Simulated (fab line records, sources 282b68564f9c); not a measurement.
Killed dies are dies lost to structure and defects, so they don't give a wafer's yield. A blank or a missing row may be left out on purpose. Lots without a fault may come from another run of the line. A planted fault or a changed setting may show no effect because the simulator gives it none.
fab line records | flow rit_cmos
record lots=6 wafers=18 last_day=7
route steps=202 shown NRETRO@63 PRETRO@64 GATE@75 FOX2@80 M1@202
lots that met no fault: from a run of the same line without faults
start_h: hours from the record's first day to the start of the lot's first wafer shown | wait_h: hours since the lot's step before | " the same as in the row above | L1.1+2: a row that stands for several wafers | - no value, or no start given | * or withheld: withheld | < > ~ a bound
route shown NAME@n: a module of which the file shows steps, and the number in the route of the first | usual: mean/standard deviation of fault-free wafers | same: alike in all rows | chamber/n: place in a boat | sites: the reading at each site | _std_site: their standard deviation | _edge_site: outer sites' mean less inner sites' | radius_mm: how far each site lies from the wafer's centre | mask NAME#n: copy n | behind: the tool/chamber that last shaped the wafer | hold: why the lot was held/for how many hours/how that ended | device: the transistor (n, p or np) that didn't switch | end of line: the same wafers' tests at the end of the route | a step without rows: its recipe alone | killed: dies lost to structure and defects at the first sort, not the wafer's yield | map: a wafer's dies, x killed, . not, _ none there
set.NAME: the setting as run; set.NAME@STEP: as run at that earlier step | model.NAME: the simulator's own value behind a step, which no gauge read
lots at some steps of the route; a table a step, a row a wafer
services: from which hour (start_h, from the record's first day; less than 0 if before it) a tool's chamber was out of use, for how many hours, and why
## steps
# step RIT_NRETRO_TW_MEAS_10
# usual NRETRO_TW=1051/9.5
# columns lot.wafer tool chamber start_h wait_h NRETRO_TW
L377.2 film_metro-01 - 54.02 0.1 1047
L377.3 " - " " 1046
L377.5 " - " " 1044
L384.1 film_metro-01 - 87.25 0.1 1049
L384.4 " - " " 1048
L384.5 " - " " 1044
L385.4 film_metro-01 - 91.43 0.1 1050
L385.5 " - " " 1044
L385.6 " - " " 1040
L388.2 film_metro-01 - 106.23 0.1 1048
L388.3 " - " " 1050
L388.4 " - " " 1048
L389.2 film_metro-03 - 119.60 0.1 1065
L389.4 " - " " 1069
L389.5 " - " " 1067
L390.1 film_metro-03 - 122.95 0.1 1081
L390.3 " - " " 1073
L390.6 " - " " 1074
# step RIT_PRETRO_HMDS_00
# recipe prime_time_s=60 prime_temp_c=140
# step RIT_PRETRO_COAT_01
# recipe resist=NOVOLAK spin_rpm=2000 resist_thk_nm=1300
# step RIT_PRETRO_SOFTBAKE_02
# recipe resist=NOVOLAK temp_c=90 time_s=60
# step RIT_PRETRO_EXPOSE_03
# recipe mask_id=M5 na=0.57 target_cd_nm=43700 dose_mj=250
# step RIT_PRETRO_PEB_04
# recipe resist=NOVOLAK temp_c=withheld time_s=withheld
# step RIT_PRETRO_DEVELOP_05
# recipe resist=NOVOLAK develop_time_s=68 dev_temp_c=23
# step RIT_PRETRO_OVL_MEAS_06
# usual PRETRO_OVL=0.6/1.3
# columns lot.wafer tool chamber start_h wait_h PRETRO_OVL[nm]
L377.2 overlay-02 - 55.15 - -0.2
L377.3 " - " " -1.2
L377.5 " - " " -3.3
L384.1 overlay-01 - 88.32 - 1.9
L384.4 " - " " 1.6
L384.5 " - " " 0.7
L385.4 overlay-01 - 92.36 - 1.2
L385.5 " - " " 1.7
L385.6 " - " " 2.4
L388.2 overlay-02 - 107.29 - -0.3
L388.3 " - " " -1.6
L388.4 " - " " -1.4
L389.2 overlay-01 - 120.53 - 2.5
L389.4 " - " " 1.2
L389.5 " - " " -0.2
L390.1 overlay-02 - 123.99 - -1.7
L390.3 " - " " -0.5
L390.6 " - " " -0.2
# step RIT_PRETRO_HARDBAKE_07
# recipe resist=NOVOLAK temp_c=140 time_s=120
# step RIT_PRETRO_IMPLANT_08
# recipe species=B energy_kev=45 dose_cm2=1.2e+13 tilt_deg=7
# step RIT_PRETRO_STRIP_09
# recipe chemistry=O2 time_s=180 resist=NOVOLAK platen_temp_c=withheld power_w=500 pressure_mtorr=4000 o2_flow_sccm=4000
# usual drypump_motor_current_A=5.6/0.52
# columns lot.wafer tool chamber start_h wait_h drypump_motor_current_A rf_hours_counter_h
L377.2 plasma_asher-02 0 55.58 0.1 6.5 44
L377.3 " 0 " " 6.5 -
L377.5 " 1 " " 5.9 -
L384.1 plasma_asher-01 1 88.75 0.1 4.9 37
L384.4 " 1 " " 4.9 -
L384.5 " 0 " " 5.3 -
L385.4 plasma_asher-02 1 92.84 0.1 5.9 -
L385.5 " 0 " " 6.5 -
L385.6 " 1 " " 5.9 -
L388.2 plasma_asher-02 1 107.72 0.1 5.9 49
L388.3 " 0 " " 6.5 -
L388.4 " 1 " " 5.9 -
L389.2 plasma_asher-04 0 120.96 0.1 5.3 52
L389.4 " 0 " " 5.3 -
L389.5 " 1 " " 5.9 -
L390.1 plasma_asher-01 1 124.44 0.1 4.9 40
L390.3 " 1 " " 4.9 -
L390.6 " 0 " " 5.4 -
# step RIT_PRETRO_TW_MEAS_10
# usual PRETRO_TW=477/4.5
# columns lot.wafer tool chamber start_h wait_h PRETRO_TW
L377.2 film_metro-01 - 55.77 0.1 473
L377.3 " - " " 474
L377.5 " - " " 474
L384.1 film_metro-03 - 88.93 0.1 483
L384.4 " - " " 484
L384.5 " - " " 480
L385.4 film_metro-03 - 92.98 0.1 480
L385.5 " - " " 481
L385.6 " - " " 486
L388.2 film_metro-02 - 107.90 0.1 477
L388.3 " - " " 477
L388.4 " - " " 478
L389.2 film_metro-01 - 121.15 0.1 470
L389.4 " - " " 470
L389.5 " - " " 471
L390.1 film_metro-03 - 124.61 0.1 486
L390.3 " - " " 486
L390.6 " - " " 484
# step RIT_GATE_WET_ETCH_00
# recipe chemistry=BOE target=SiO2 target_depth_nm=56 time_s=60 dry=n2_spin dilution=10:1 temp_c=21.5
# usual bath_heat_duty_pct=1.7/0.38 run_length_s=86.8/1.8
# columns lot.wafer tool chamber start_h wait_h bath_heat_duty_pct run_length_s model.SiO2_of_FOX2_OXIDATION_00.thk_nm model.SiO2_of_ACTIVE_OXIDATION_01.thk_nm
L377.2 wet_bench-02 3 55.82 0.0 2.5 85.9 280.7 0
L377.3 " 3 " " 2.1 85.9 275.7 0
L377.5 " 3 " " 1.3 85.9 274.4 0
L384.1 wet_bench-03 1 88.99 0.1 - - 314.2 40.83
L384.4 " 1 " " - - 321.2 40.41
L384.5 " 1 " " - - 319.6 39.83
L385.4 wet_bench-01 2 93.01 0.0 - - 334.1 41.31
L385.5 " 2 " " - - 336.4 41.31
L385.6 " 2 " " - - 333.7 41.68
L388.2 wet_bench-02 1 107.95 0.0 1.8 87.1 263.5 0
L388.3 " 1 " " 2.0 87.1 263.1 0
L388.4 " 1 " " 1.3 87.1 263 0
L389.2 wet_bench-03 1 121.20 0.0 1.1 86.9 260.4 0
L389.4 " 1 " " 1.7 86.9 254.9 0
L389.5 " 1 " " 2.1 86.9 258.8 0
L390.1 wet_bench-01 1 124.67 0.1 1.8 85.4 258.7 0
L390.3 " 1 " " 2.2 85.4 257.2 0
L390.6 " 1 " " 1.6 85.4 261.7 0
# step RIT_GATE_CLEAN_01
# recipe chemistry=SC1 mix=3:3:50 time_s=600 temp_c=75
# step RIT_GATE_CLEAN_02
# recipe chemistry=dHF dilution=50:1 time_s=30
# step RIT_GATE_CLEAN_03
# recipe chemistry=SC2 mix=3:3:50 time_s=600 temp_c=75 dry=n2_spin
# step RIT_GATE_CLEAN_04
# recipe chemistry=dHF dilution=50:1 time_s=60 dry=n2_spin
# step RIT_FOX2_THK_MEAS_91
# recipe reads=SiO2_of_FOX2_OXIDATION_00
# usual FIELD_OXIDE_LEFT_2_THK=256/7.7
# columns lot.wafer tool chamber start_h wait_h FIELD_OXIDE_LEFT_2_THK[nm]
L377.2 film_metro-02 - 56.25 0.0 269
L377.3 " - " " 264
L377.5 " - " " 263
L384.1 film_metro-02 - 89.41 0.0 302
L384.4 " - " " 309
L384.5 " - " " 307
L385.4 film_metro-02 - 93.46 0.0 322
L385.5 " - " " 324
L385.6 " - " " 322
L388.2 film_metro-01 - 108.38 0.0 251
L388.3 " - " " 251
L388.4 " - " " 251
L389.2 film_metro-04 - 121.62 0.0 248
L389.4 " - " " 243
L389.5 " - " " 247
L390.1 film_metro-02 - 125.11 0.0 247
L390.3 " - " " 245
L390.6 " - " " 250
# step RIT_GATE_OXIDATION_05
# recipe temp_c=900 ambient=O2 target_thk_a=30 ox_time_s=270
# step RIT_GATE_ANNEAL_06
# recipe temp_c=900 time_s=600 ambient=N2O
# step RIT_GATE_CVD_08
# recipe material=poly-Si target_thk_nm=250 temp_c=610 precursor=SiH4 time_s=2220 pressure_mtorr=300 sih4_flow_sccm=100
# step RIT_GATE_HMDS_10
# recipe prime_time_s=60 prime_temp_c=140
# step RIT_GATE_COAT_11
# recipe resist=NOVOLAK spin_rpm=4250 resist_thk_nm=850
# step RIT_GATE_SOFTBAKE_12
# recipe resist=NOVOLAK temp_c=90 time_s=60
# step RIT_GATE_EXPOSE_13
# recipe mask_id=M6 na=0.6 source_shape=conventional sigma_outer=0.6 target_cd_nm=150 dose_mj=380
# step RIT_GATE_PEB_14
# recipe resist=NOVOLAK temp_c=withheld time_s=withheld
# step RIT_GATE_DEVELOP_15
# recipe resist=NOVOLAK develop_time_s=50 dev_temp_c=23
# step RIT_GATE_CD_MEAS_16
# recipe target_cd_nm=150
# usual cd_nm=150.2/2.6
# columns lot.wafer tool chamber start_h wait_h cd_nm
L377.2 cd_sem-02 - 63.17 - 156.6
L377.3 " - " " 156.9
L377.5 " - " " 155.1
L384.1 cd_sem-01 - 94.58 - 149.3
L384.4 " - " " 150.1
L384.5 " - " " 149.1
L385.4 cd_sem-01 - 100.81 - 146.6
L385.5 " - " " 144.2
L385.6 " - " " 144.7
L388.2 cd_sem-01 - 115.31 - 149.4
L388.3 " - " " 149.1
L388.4 " - " " 146.8
L390.1 cd_sem-01 - 132.70 - 149.4
L390.3 " - " " 151.6
L390.6 " - " " 148.9
L389.2 cd_sem-02 - 132.96 - 147.5
L389.4 " - " " 149.0
L389.5 " - " " 149.4
# step RIT_GATE_OVL_MEAS_17
# usual GATE_OVL=-0.6/1.4
# columns lot.wafer tool chamber start_h wait_h GATE_OVL[nm]
L377.2 overlay-01 - 63.28 0.1 -1.7
L377.3 " - " " -0.3
L377.5 " - " " -1.9
L384.1 overlay-01 - 94.70 0.1 -1.2
L384.4 " - " " -2.3
L384.5 " - " " -2.2
L385.4 overlay-01 - 100.88 0.1 -1.9
L385.5 " - " " -0.8
L385.6 " - " " -2.5
L388.2 overlay-01 - 115.42 0.1 -2.1
L388.3 " - " " -1.5
L388.4 " - " " -0.8
L390.1 overlay-01 - 132.82 0.1 -1.4
L390.3 " - " " 0.2
L390.6 " - " " 0.7
L389.2 overlay-01 - 133.06 0.1 0.5
L389.4 " - " " -0.1
L389.5 " - " " -1.2
# step RIT_GATE_HARDBAKE_18
# recipe resist=NOVOLAK temp_c=140 time_s=60
# step RIT_GATE_ETCH_19
# recipe chemistry=SF6/CHF3/O2 time_s=165 SF6_flow_sccm=30 CHF3_flow_sccm=30 O2_flow_sccm=5 target=poly-Si pressure_mtorr=40 rf_w=160 target_depth_a=3125 over_etch_frac=0.25 stop_on=SiO2
# usual CHF3_flow_sccm=30.00/0.087 O2_flow_sccm=5.000/0.014 drypump_motor_current_A=5.8/0.52 oes_product_au=0.852/0.014 throttle_valve_pct=10.21/0.15
# columns lot.wafer tool chamber start_h wait_h CHF3_flow_sccm O2_flow_sccm drypump_motor_current_A oes_product_au rf_hours_counter_h throttle_valve_pct model.SiO2_of_FOX2_OXIDATION_00.thk_nm
L377.2 rie_si-02 3 63.46 0.1 30.12 4.986 6.1 0.844 74 10.16 257.3
L377.3 " 0 " " 29.91 5.001 6.4 0.835 91 10.08 253
L377.5 " 3 " " 30.05 4.999 6.1 0.850 - 10.18 250.9
L384.1 rie_si-01 0 94.89 0.1 29.93 4.976 5.2 0.877 19 10.38 291
L384.4 " 3 " " 30.09 5.005 5.9 0.833 142 10.11 297.5
L384.5 " 1 " " 30.02 4.995 5.6 0.853 - 10.28 296.7
L385.4 rie_si-02 3 101.11 0.1 30.18 5.010 6.1 0.842 - 10.18 310.7
L385.5 " 0 " " 30.13 5.010 6.4 0.831 - 10.07 313.8
L385.6 " 1 " " 30.08 4.992 6.1 0.878 - 10.25 310.6
L388.2 rie_si-02 3 115.60 0.1 29.96 5.016 6.1 0.849 74 10.17 240.2
L388.3 " 2 " " 30.05 5.019 4.8 0.845 141 9.93 239.9
L388.4 " 0 " " 29.82 4.997 6.4 0.834 91 10.06 240.3
L390.1 rie_si-02 0 133.00 0.1 30.10 5.012 6.4 0.855 91 10.08 236.1
L390.3 " 1 " " 29.91 4.992 6.1 0.865 0 10.26 234
L390.6 " 0 " " 30.09 5.006 6.4 0.843 - 10.08 238.9
L389.2 rie_si-01 3 133.24 0.1 29.96 4.994 6.0 0.846 142 10.12 236.6
L389.4 " 1 " " 29.90 4.992 5.6 0.859 134 10.26 231.7
L389.5 " 2 " " 29.93 5.005 6.2 0.846 - 10.41 235.5
# step RIT_GATE_STRIP_20
# recipe chemistry=O2 time_s=180 resist=NOVOLAK platen_temp_c=withheld power_w=500 pressure_mtorr=4000 o2_flow_sccm=4000
# usual drypump_motor_current_A=5.8/0.42
# columns lot.wafer tool chamber start_h wait_h drypump_motor_current_A rf_hours_counter_h
L377.2 plasma_asher-04 1 63.57 0.1 5.9 46
L377.3 " 0 " " 5.3 -
L377.5 " 0 " " 5.3 -
L384.1 plasma_asher-04 0 94.99 0.1 5.3 49
L384.4 " 1 " " 5.9 -
L384.5 " 0 " " 5.3 -
L385.4 plasma_asher-03 0 101.22 0.1 5.7 -
L385.5 " 0 " " 5.8 -
L385.6 " 1 " " 5.3 -
L388.2 plasma_asher-03 0 115.70 0.1 5.7 33
L388.3 " 0 " " 5.8 -
L388.4 " 1 " " 5.2 -
L390.1 plasma_asher-02 1 133.11 0.1 5.9 1
L390.3 " 1 " " 5.9 -
L390.6 " 1 " " 5.9 -
L389.2 plasma_asher-04 1 133.35 0.1 5.9 53
L389.4 " 0 " " 5.3 -
L389.5 " 1 " " 5.9 -
# step RIT_M1_PROBE_99
# usual killed_at_contacts=0.1/0.27 killed_at_front_end=7/3.1 killed_dies=7/3.2 killed_on_rim=1.8/1.4 killed_open=3.8/2.1 killed_short=3.6/2
# same gross_dies=264 killed_at_M0_to_M3=0 killed_at_M4_up=0 killed_at_back_side=0 killed_at_other=0
# columns lot.wafer tool chamber start_h wait_h killed_at_contacts killed_at_front_end killed_dies killed_on_rim killed_open killed_short
L377.2 prober-01 - 85.30 0.1 0 6 6 1 4 2
L377.3 prober-01 - 85.35 0.2 1 4 5 1 3 2
L377.5 prober-01 - 85.45 0.2 0 7 7 4 4 3
L384.1 prober-02 - 119.58 0.1 0 264 264 70 2 2
L384.4 prober-02 - 119.73 0.2 0 264 264 70 3 0
L384.5 prober-02 - 119.78 0.2 0 264 264 70 1 2
L385.4 prober-01 - 124.34 0.2 0 264 264 70 2 8
L385.5 prober-01 - 124.39 0.2 0 264 264 70 6 6
L385.6 prober-01 - 124.44 0.2 0 264 264 70 4 3
L388.2 prober-01 - 140.09 0.1 0 5 5 1 2 3
L388.3 prober-01 - 140.14 0.2 0 15 15 1 8 7
L388.4 prober-01 - 140.19 0.2 0 10 10 3 8 2
L390.1 prober-01 - 155.08 0.1 0 10 10 4 4 6
L390.3 prober-01 - 155.18 0.2 0 4 4 1 2 2
L390.6 prober-01 - 155.33 0.2 0 8 8 1 2 6
L389.2 prober-02 - 157.47 0.1 0 2 2 0 0 2
L389.4 prober-02 - 157.57 0.2 0 8 8 2 6 2
L389.5 prober-02 - 157.62 0.2 0 2 2 0 1 1
# killed by level:class
L377.2 GATE:geometric_particle:open=1 GATE:geometric_particle:short=1 REOX:geometric_particle:open=1 SPACER:geometric_particle:open=1 SPACER:geometric_particle:short=1 SILICIDE:geometric_particle:open=1
L377.3 ACTIVE:geometric_particle:open=1 FOX2:geometric_particle:short=1 GATE:geometric_particle:short=1 REOX:geometric_particle:open=1 CONTACT:geometric_particle:open=1
L377.5 FOX2:geometric_particle:short=2 GATE:geometric_particle:open=2 SPACER:geometric_particle:open=1 GATE:geometric_particle:short=1 SILICIDE:geometric_particle:open=1
L384.1 GATE:area_etch=260 GATE:geometric_particle:open=2 SPACER:geometric_particle:short=2
L384.4 GATE:area_etch=261 GATE:geometric_particle:open=2 FOX1:geometric_particle:open=1
L384.5 GATE:area_etch=261 GATE:geometric_particle:short=1 SPACER:geometric_particle:short=1 SILICIDE:geometric_particle:open=1
L385.4 GATE:area_etch=254 FOX1:geometric_particle:short=2 FOX2:geometric_particle:short=2 GATE:geometric_particle:short=2 SPACER:geometric_particle:short=2 GATE:geometric_particle:open=1 SPACER:geometric_particle:open=1
L385.5 GATE:area_etch=252 GATE:geometric_particle:open=5 SPACER:geometric_particle:short=3 GATE:geometric_particle:short=2 FOX1:geometric_particle:open=1 FOX1:geometric_particle:short=1
L385.6 GATE:area_etch=257 REOX:geometric_particle:short=2 ACTIVE:geometric_particle:open=1 GATE:geometric_particle:open=1 GATE:geometric_particle:short=1 SPACER:geometric_particle:open=1 SILICIDE:geometric_particle:open=1
L388.2 FOX1:geometric_particle:open=1 GATE:geometric_particle:short=1 GATE:geometric_particle:open=1 REOX:geometric_particle:short=1 SILICIDE:geometric_particle:short=1
L388.3 GATE:geometric_particle:open=4 FOX1:geometric_particle:open=2 FOX2:geometric_particle:short=2 SPACER:geometric_particle:short=2 FOX1:geometric_particle:short=1 SILICIDE:geometric_particle:open=1 GATE:geometric_particle:short=1 SPACER:geometric_particle:open=1
L388.4 GATE:geometric_particle:open=6 GATE:geometric_particle:short=2 FOX2:geometric_particle:open=1 REOX:geometric_particle:open=1
L390.1 GATE:geometric_particle:open=3 GATE:geometric_particle:short=2 SILICIDE:geometric_particle:short=2 FOX1:geometric_particle:short=1 REOX:geometric_particle:short=1 SILICIDE:geometric_particle:open=1
L390.3 SILICIDE:geometric_particle:short=2 FOX1:geometric_particle:open=1 SPACER:geometric_particle:open=1
L390.6 REOX:geometric_particle:short=3 GATE:geometric_particle:short=1 GATE:geometric_particle:open=1 REOX:geometric_particle:open=1 SPACER:geometric_particle:short=1 SILICIDE:geometric_particle:short=1
L389.2 FOX1:geometric_particle:short=1 GATE:geometric_particle:short=1
L389.4 REOX:geometric_particle:open=2 FOX2:geometric_particle:open=1 GATE:geometric_particle:short=1 GATE:geometric_particle:open=1 REOX:geometric_particle:short=1 SPACER:geometric_particle:open=1 SILICIDE:geometric_particle:open=1
L389.5 FOX2:geometric_particle:open=1 REOX:geometric_particle:short=1
# map L384.1 (x killed, . not)
________xxxxxxx_______
_____xxxxxxxxxxxxx____
____xxxxxxxxxxxxxxx___
___xxxxxxxxxxxxxxxxx__
__xxxxxxxxxxxxxxxxxxx_
__xxxxxxxxxxxxxxxxxxx_
_xxxxxxxxxxxxxxxxxxxxx
_xxxxxxxxxxxxxxxxxxxxx
_xxxxxxxxxxxxxxxxxxxxx
_xxxxxxxxxxxxxxxxxxxxx
__xxxxxxxxxxxxxxxxxxx_
__xxxxxxxxxxxxxxxxxxx_
___xxxxxxxxxxxxxxxxx__
____xxxxxxxxxxxxxxx___
_____xxxxxxxxxxxxx____
________xxxxxxx_______
# map L385.4 (x killed, . not)
________xxxxxxx_______
_____xxxxxxxxxxxxx____
____xxxxxxxxxxxxxxx___
___xxxxxxxxxxxxxxxxx__
__xxxxxxxxxxxxxxxxxxx_
__xxxxxxxxxxxxxxxxxxx_
_xxxxxxxxxxxxxxxxxxxxx
_xxxxxxxxxxxxxxxxxxxxx
_xxxxxxxxxxxxxxxxxxxxx
_xxxxxxxxxxxxxxxxxxxxx
__xxxxxxxxxxxxxxxxxxx_
__xxxxxxxxxxxxxxxxxxx_
___xxxxxxxxxxxxxxxxx__
____xxxxxxxxxxxxxxx___
_____xxxxxxxxxxxxx____
________xxxxxxx_______
## services
# columns tool chamber start_h hours kind
rie_si-02 - 51.82 0.4 repair
plasma_asher-03 - 54.35 4.3 repair
plasma_asher-01 - 54.84 6.3 repair
rie_si-02 1 58.37 5.7 repair
rie_si-02 1 64.03 - clean
rie_si-02 1 64.03 21.8 scheduled_down
rie_si-02 1 64.03 21.8 vent_cycle
rie_si-01 3 67.72 10.5 repair
rie_si-02 3 72.20 13.7 repair
rie_si-02 2 98.77 6.6 repair
rie_si-02 - 105.37 2.8 pm
plasma_asher-02 - 108.75 9.0 pm
plasma_asher-02 0 108.75 9.0 vent_cycle
plasma_asher-02 1 108.75 9.0 vent_cycle
plasma_asher-02 0 117.75 - clean
plasma_asher-02 1 117.75 - clean
## key
first_sign step=RIT_GATE_WET_ETCH_00 reading=tool_record direction=missing
effect step=RIT_FOX2_THK_MEAS_91 reading=FIELD_OXIDE_LEFT_2_THK direction=up sigmas=7.6 usual=256 struck=314
effect step=RIT_M1_PROBE_99 reading=killed_at_front_end direction=up sigmas=82 usual=7 struck=264
model_effect step=RIT_GATE_WET_ETCH_00 value=SiO2_of_FOX2_OXIDATION_00.thk_nm without=270.6 struck=326.5
model_effect step=RIT_GATE_ETCH_19 value=SiO2_of_FOX2_OXIDATION_00.thk_nm without=247.5 struck=303.4
more_kills_born_at RIT_GATE_WET_ETCH_00@wet_bench-03=782 RIT_GATE_WET_ETCH_00@wet_bench-01=763
met_at RIT_GATE_WET_ETCH_00
struck_wafers L384.1,L384.4,L384.5,L385.4,L385.5,L385.6
later_rows_left_out L384.1,L384.4,L384.5,L385.4,L385.5,L385.6
tester_left_out L384,L385
loop_trim step=RIT_GATE_EXPOSE_13 setting=dose lots=L384,L385
fault kind=skipped_step_whole tool=wet_bench-01,wet_bench-03 chamber=- onset_h=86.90 steps=RIT_GATE_WET_ETCH_00 scope=struck_lots_only
# tester_left_out: of these lots the tester's yield and bins aren't shown, on N5 and GAA mostly nor the transistor test; their killed dies are dies lost to structure and defects alone, not to doping, threshold or leakage, so they don't give the yield
# later_rows_left_out: the simulator's readings of these wafers behind a module that went badly wrong aren't trusted and aren't shown, but for the sort
# loop_trim: a control loop set the setting to another value than it would have without faults
